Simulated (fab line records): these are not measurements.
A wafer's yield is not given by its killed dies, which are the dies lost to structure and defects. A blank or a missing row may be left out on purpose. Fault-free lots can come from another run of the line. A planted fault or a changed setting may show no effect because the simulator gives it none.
Split-lot experiment    flow ritCmos    23 wafers read across 5 lots, on a route 202 steps long

## THE SPLIT ITSELF
At RIT_SPACER_CVD_03 (deposits Si3N4 from SiH2Cl2/NH3, target thk 250 nm, time 3300 s), the setting timeS was moved away from the recipe's 3300 s on 5 of the 23 wafers read, by -11.4%. The other wafers ran this setting at the recipe's value.

## FROM THE SPLIT TO THE READING: what the file shows between them, 1 step
- RIT_SPACER_THK_MEAS_04

## THE READING
oesProductAu, in a.u., at RIT_SPACER_ETCHBACK_05 (etches Si3N4 in SF6/CHF3, stops on SiO2, target depth 250 nm, time 240 s). Typical for fault-free wafers on this fab line: 0.844 a.u., with standard deviation 0.0084 a.u.

wafer   tool, chamber at the split  timeS as run, s  against the recipe  oesProductAu, a.u.  against lot-mates on the recipe
L078.1  -, -                        3300             recipe              0.865               -
L078.2  -, -                        3300             recipe              0.840               -
L078.3  -, -                        3300             recipe              0.851               -
L078.5  -, -                        3300             recipe              0.848               -
L078.6  -, -                        3300             recipe              0.840               -
L079.1  -, -                        2925             -11.4%              0.791               no lot-mate on the recipe
L079.3  -, -                        2925             -11.4%              0.785               no lot-mate on the recipe
L079.4  -, -                        2925             -11.4%              0.775               no lot-mate on the recipe
L079.5  -, -                        2925             -11.4%              0.773               no lot-mate on the recipe
L079.6  -, -                        2925             -11.4%              0.761               no lot-mate on the recipe
L080.2  -, -                        3300             recipe              0.851               -
L080.3  -, -                        3300             recipe              0.861               -
L080.4  -, -                        3300             recipe              0.848               -
L080.5  -, -                        3300             recipe              0.850               -
L080.6  -, -                        3300             recipe              0.858               -
L083.1  -, -                        3300             recipe              0.841               -
L083.3  -, -                        3300             recipe              0.853               -
L083.4  -, -                        3300             recipe              0.845               -
L083.5  -, -                        3300             recipe              0.835               -
L083.6  -, -                        3300             recipe              0.827               -
L085.1  lpcvd-02, 1                 3300             recipe              0.843               -
L085.3  lpcvd-02, 1                 3300             recipe              0.842               -
L085.5  lpcvd-02, 1                 3300             recipe              0.846               -

FIT RESULTS
A straight line over all 23 wafers: oesProductAu changes by +0.00615 a.u. for each +1% of timeS; r = +0.95; the points scatter about the line by 0.0097 a.u.
Too few moved wafers have a lot-mate on the recipe to fit a line with each lot's own level taken away.

## THE WHOLE CHAIN: every reading that the file lists as answering this split, in the file's order
step                    what it does                                                              reading                                                                        change (the file's fit)                    r (the file's)
RIT_SPACER_CVD_03       deposits Si3N4 from SiH2Cl2/NH3, target thk 250 nm, time 3300 s           Si3N4_of_SPACER_CVD_03.thkNm (the simulator's own value, which no gauge read)  +2.46 nm for each +1% of the setting       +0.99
RIT_SPACER_THK_MEAS_04                                                                            SPACER_NITRIDE_THK                                                             +2.47 for each +1% of the setting          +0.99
RIT_SPACER_ETCHBACK_05  etches Si3N4 in SF6/CHF3, stops on SiO2, target depth 250 nm, time 240 s  oesProductAu                                                                   +0.00613 a.u. for each +1% of the setting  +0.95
RIT_SPACER_ETCHBACK_05  etches Si3N4 in SF6/CHF3, stops on SiO2, target depth 250 nm, time 240 s  etch.depthNm (the simulator's own value, which no gauge read)                  +2.46 nm for each +1% of the setting       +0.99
RIT_SPACER_ETCHBACK_05  etches Si3N4 in SF6/CHF3, stops on SiO2, target depth 250 nm, time 240 s  Si3N4_of_SPACER_CVD_03.thkNm (the simulator's own value, which no gauge read)  +1.84 nm for each +1% of the setting       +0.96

## THE FILE'S OWN FIT
oesProductAu changes by +0.00613 a.u. for each +1% of timeS, r = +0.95.
